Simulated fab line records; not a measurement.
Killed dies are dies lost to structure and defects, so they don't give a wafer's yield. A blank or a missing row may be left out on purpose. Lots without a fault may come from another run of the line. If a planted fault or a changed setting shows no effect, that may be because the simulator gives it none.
fab line records    flow rit_cmos    part 2 of 2: steps 29 to 39 of 39
[record] lots = 5  wafers = 15  last_day = 5
route steps=202 shown REOX@98 NLDD@103 PLDD@114 SPACER@125 NSD@131
lots that met no fault: taken from a fault-free run of the same line
start_h: start of the lot's first displayed wafer, in hours after the record's first day    wait_h: hours elapsed since this lot's preceding step    " identical to the entry in the row above    L1.1+2: one row covering several wafers at once    - no value, or no start given    * or withheld: withheld    < > ~ a bound
route shown NAME@n: a module of which the file shows steps, and the number in the route of the first    usual: average and standard deviation across the fault-free wafers    same: alike in all rows    chamber/n: place in a boat    sites: each site's reading    _std_site: how widely they spread, as a standard deviation    _edge_site: outer sites' mean less inner sites'    radius_mm: how far each site lies from the wafer's centre    mask NAME#n: copy n    behind: the last tool/chamber to shape the wafer    hold: the reason the lot was held/the length of the hold in hours/how it ended    device: names the non-switching transistor (n, p or np)    end of line: the same wafers' tests at the end of the route    a step with no rows: only its recipe    killed: the dies lost at the first sort to structure and to defects; this is not the yield of the wafer    map: per-die view of a wafer (x killed, . not killed, _ where there is no die)
set.NAME: the setting that was run; set.NAME@STEP: the one run at that earlier step    model.NAME: the simulator's own value behind a step, which no gauge read
lots at selected steps of the route; one table per step, one row per wafer
services: a tool's chamber out of use, with start hour (start_h, from the record's first day; less than 0 if before it), hours out, and reason
[[steps]]
[step RIT_SPACER_CLEAN_01]
[recipe] chemistry = dHF  dilution = 50:1  time_s = 30
lot.wafer   tool          chamber  start_h  wait_h
L077.2+4+5  wet_bench-03  3        60.63    0.0
L079.3+5+6  wet_bench-03  3        73.06    0.0
L080.1+2+3  wet_bench-02  1        75.89    0.0
L085.1+2+6  wet_bench-03  0        99.60    0.0
L088.2+4+5  wet_bench-01  0        117.81   0.0
[step RIT_SPACER_CLEAN_02]
[recipe] chemistry = SC2  mix = 3:3:50  time_s = 600  temp_c = 75  dry = n2_spin
lot.wafer   tool          chamber  start_h  wait_h
L077.2+4+5  wet_bench-02  0        60.65    0.0
L079.3+5+6  wet_bench-02  1        73.07    0.0
L080.1+2+3  wet_bench-01  3        75.90    0.0
L085.1+2+6  wet_bench-01  1        99.61    0.0
L088.2+4+5  wet_bench-03  1        117.82   0.0
[step RIT_SPACER_CVD_03]
[recipe] material = Si3N4  target_thk_nm = 250  temp_c = 810  precursor = SiH2Cl2/NH3  time_s = 3300  pressure_mtorr = 300  sih2cl2_flow_sccm = 60  nh3_flow_sccm = 150
[usual] sih2cl2_flow_sccm = 60.04/0.17  zone_power_source_pct = 21/3
lot.wafer  tool      chamber  start_h  wait_h  sih2cl2_flow_sccm  zone_power_source_pct
L077.2     lpcvd-01  1        60.82    0.0     59.87              24
L077.4     "         1        "        "       59.85              24
L077.5     "         1        "        "       59.83              24
L079.3     lpcvd-01  1        73.25    0.0     60.10              25
L079.5     "         1        "        "       60.10              24
L079.6     "         1        "        "       60.48              24
L080.1     lpcvd-02  0        76.09    0.0     60.02              16
L080.2     "         0        "        "       60.13              16
L080.3     "         0        "        "       59.88              17
L085.1     lpcvd-02  0        100.04   0.2     59.92              16
L085.2     "         0        "        "       60.13              16
L085.6     "         0        "        "       60.07              17
L088.2     lpcvd-02  1        118.53   0.5     59.96              23
L088.4     "         1        "        "       60.20              23
L088.5     "         1        "        "       60.20              23
[step RIT_SPACER_THK_MEAS_04]
[recipe] reads = Si3N4_of_SPACER_CVD_03
[usual] SPACER_NITRIDE_THK = 248.8/2.2
lot.wafer  tool           chamber  start_h  wait_h  SPACER_NITRIDE_THK[nm]
L077.2     film_metro-02  -        62.75    0.0     249.2
L077.4     "              -        "        "       252.0
L077.5     "              -        "        "       249.8
L079.3     film_metro-01  -        75.19    0.0     248.9
L079.5     "              -        "        "       251.0
L079.6     "              -        "        "       249.7
L080.1     film_metro-01  -        78.01    0.0     249.1
L080.2     "              -        "        "       251.1
L080.3     "              -        "        "       249.2
L085.1     film_metro-02  -        101.96   0.0     250.5
L085.2     "              -        "        "       250.1
L085.6     "              -        "        "       251.0
L088.2     film_metro-02  -        120.46   0.0     247.1
L088.4     "              -        "        "       248.0
L088.5     "              -        "        "       248.2
[step RIT_SPACER_ETCHBACK_05]
[recipe] target_depth_a = 2500  SF6_flow_sccm = 30  CHF3_flow_sccm = 30  target = Si3N4  chemistry = SF6/CHF3  pressure_mtorr = 40  rf_w = 250  time_s = 240  stop_on = SiO2
[usual] SF6_flow_sccm = 30.00/0.092  drypump_motor_current_A = 5.9/0.49  oes_product_au = 0.845/0.012  throttle_valve_pct = 10.27/0.15
lot.wafer  tool         chamber  start_h  wait_h  SF6_flow_sccm  drypump_motor_current_A  oes_product_au  rf_hours_counter_h  throttle_valve_pct
L077.2     rie_diel-04  2        62.80    0.0     30.07          6.2                      0.838           109                 10.38
L077.4     "            2        "        "       30.05          6.2                      0.847           -                   10.39
L077.5     "            1        "        "       30.09          5.1                      0.864           -                   10.00
L079.3     rie_diel-03  2        75.23    0.0     29.84          6.6                      0.852           10                  10.51
L079.5     "            0        "        "       29.88          6.0                      0.817           -                   10.01
L079.6     "            1        "        "       30.13          6.3                      0.846           -                   10.23
L080.1     rie_diel-04  2        78.07    0.1     29.95          6.2                      0.836           109                 10.40
L080.2     "            0        "        "       29.95          5.7                      0.852           24                  10.36
L080.3     "            1        "        "       29.97          5.1                      0.857           128                 10.00
L085.1     rie_diel-01  0        102.02   0.1     30.06          6.1                      0.847           24                  10.34
L085.2     "            2        "        "       30.01          6.5                      0.846           26                  10.20
L085.6     "            2        "        "       30.06          6.5                      0.834           -                   10.18
L088.2     rie_diel-01  3        120.51   0.0     29.95          5.8                      0.854           9                   10.39
L088.4     "            1        "        "       29.99          5.0                      0.857           56                  10.23
L088.5     "            3        "        "       29.96          5.8                      0.863           -                   10.38
[step RIT_NSD_HMDS_00]
[recipe] prime_time_s = 60  prime_temp_c = 140
[usual] exhaust_pa = 44.9/0.82
[same] prime_time_s = 60
lot.wafer  tool            chamber  start_h  wait_h  exhaust_pa
L077.2     litho_track-03  0        62.97    0.1     44.3
L077.4     "               0        "        "       44.7
L077.5     "               0        "        "       43.5
L079.3     litho_track-04  0        75.43    0.1     44.7
L079.5     "               0        "        "       44.7
L079.6     "               0        "        "       44.9
L080.1     litho_track-04  0        78.22    0.1     45.0
L080.2     "               0        "        "       45.7
L080.3     "               0        "        "       45.1
L085.1     litho_track-04  0        102.17   0.1     44.3
L085.2     "               0        "        "       44.1
L085.6     "               0        "        "       44.7
L088.2     litho_track-03  0        120.68   0.1     44.6
L088.4     "               0        "        "       46.1
L088.5     "               0        "        "       46.2
[step RIT_NSD_COAT_01]
[recipe] resist = NOVOLAK  spin_rpm = 3250  resist_thk_nm = 1000
[usual] exhaust_pa = 44.9/0.94
lot.wafer  tool            chamber  start_h  wait_h  exhaust_pa
L077.2     litho_track-03  0        63.12    0.1     44.7
L077.4     "               0        "        "       45.9
L077.5     "               0        "        "       45.8
L079.3     litho_track-04  0        75.58    0.1     43.0
L079.5     "               0        "        "       44.4
L079.6     "               0        "        "       43.2
L080.1     litho_track-04  0        78.37    0.1     43.9
L080.2     "               0        "        "       43.3
L080.3     "               0        "        "       42.9
L085.1     litho_track-04  0        102.32   0.1     44.8
L085.2     "               0        "        "       45.1
L085.6     "               0        "        "       45.3
L088.2     litho_track-03  0        120.83   0.1     43.6
L088.4     "               0        "        "       43.7
L088.5     "               0        "        "       44.3
[step RIT_NSD_SOFTBAKE_02]
[recipe] resist = NOVOLAK  temp_c = 90  time_s = 60
[usual] exhaust_pa = 45.0/0.81  heater_power_total_W = 34.57/0.045
lot.wafer  tool            chamber  start_h  wait_h  exhaust_pa  heater_power_total_W
L077.2     litho_track-03  0        63.27    0.1     45.3        34.49
L077.4     "               0        "        "       46.1        34.55
L077.5     "               0        "        "       45.4        34.56
L079.3     litho_track-04  0        75.73    0.1     43.5        34.55
L079.5     "               0        "        "       45.4        34.56
L079.6     "               0        "        "       43.5        34.59
L080.1     litho_track-04  0        78.52    0.1     43.9        34.62
L080.2     "               0        "        "       44.1        34.58
L080.3     "               0        "        "       44.1        34.47
L085.1     litho_track-04  0        102.47   0.1     45.8        34.59
L085.2     "               0        "        "       45.3        34.60
L085.6     "               0        "        "       45.1        34.51
L088.2     litho_track-03  0        120.98   0.1     43.3        34.51
L088.4     "               0        "        "       43.6        34.57
L088.5     "               0        "        "       44.3        34.55
[step RIT_NSD_EXPOSE_03]
[recipe] mask_id = M9  na = 0.57  target_cd_nm = 40700  dose_mj = 250
lot.wafer   tool              chamber  start_h  wait_h  mask
L077.2+4+5  iline_stepper-01  0        63.54    0.2     M9#0
L079.3+5+6  iline_stepper-02  0        76.06    0.3     M9#0
L080.1+2+3  iline_stepper-01  0        78.80    0.2     M9#0
L085.1+2+6  iline_stepper-02  0        102.74   0.2     M9#0
L088.2+4+5  iline_stepper-01  0        121.13   0.1     M9#0
[step RIT_NSD_PEB_04]
[recipe] resist = NOVOLAK  temp_c = withheld  time_s = withheld
[usual] exhaust_pa = 45.0/0.88
lot.wafer  tool            chamber  start_h  wait_h  exhaust_pa
L077.2     litho_track-02  0        63.66    0.1     46.0
L077.4     "               0        "        "       45.9
L077.5     "               0        "        "       46.7
L079.3     litho_track-02  0        76.18    0.1     44.9
L079.5     "               0        "        "       44.5
L079.6     "               0        "        "       45.3
L080.1     litho_track-04  0        78.91    0.1     44.9
L080.2     "               0        "        "       45.1
L080.3     "               0        "        "       43.2
L085.1     litho_track-02  0        102.88   0.1     44.6
L085.2     "               0        "        "       45.7
L085.6     "               0        "        "       45.1
L088.2     litho_track-04  0        121.25   0.1     46.5
L088.4     "               0        "        "       46.5
L088.5     "               0        "        "       47.6
[step RIT_NSD_DEVELOP_05]
[recipe] resist = NOVOLAK  develop_time_s = 50  dev_temp_c = 23
[usual] exhaust_pa = 44.8/0.93
lot.wafer  tool            chamber  start_h  wait_h  exhaust_pa
L077.2     litho_track-02  0        -        -       45.8
L077.4     "               0        "        "       45.3
L077.5     "               0        "        "       45.1
L079.3     litho_track-02  0        -        -       43.7
L079.5     "               0        "        "       45.0
L079.6     "               0        "        "       45.0
L080.1     litho_track-04  0        -        -       45.0
L080.2     "               0        "        "       44.4
L080.3     "               0        "        "       45.0
L085.1     litho_track-02  0        -        -       46.4
L085.2     "               0        "        "       45.7
L085.6     "               0        "        "       45.9
L088.2     litho_track-04  0        -        -       44.8
L088.4     "               0        "        "       45.5
L088.5     "               0        "        "       44.3
[[services]]
tool              chamber  start_h  hours  kind
implanter-02      -        30.73    4.9    pm
iline_stepper-02  -        31.79    9.3    repair
plasma_asher-02   -        33.44    0.7    repair
implanter-02      -        49.08    4.7    repair
rie_diel-04       2        55.60    5.4    repair
rie_diel-04       3        62.73    -      clean
rie_diel-04       3        62.73    14.3   scheduled_down
rie_diel-04       3        62.73    14.3   vent_cycle
wet_bench-02      -        69.78    1.2    repair
iline_stepper-01  -        74.22    2.2    repair
implanter-02      -        76.74    31.7   pm
lpcvd-01          -        91.45    0.5    repair
rie_diel-03       3        97.30    -      clean
rie_diel-03       3        97.30    18.0   scheduled_down
rie_diel-03       3        97.30    18.0   vent_cycle
plasma_asher-04   -        108.75   9.0    pm
plasma_asher-04   0        108.75   9.0    vent_cycle
plasma_asher-04   1        108.75   9.0    vent_cycle
plasma_asher-03   -        109.64   4.5    repair
rie_diel-03       -        115.02   1.0    repair
plasma_asher-04   0        117.75   -      clean
plasma_asher-04   1        117.75   -      clean
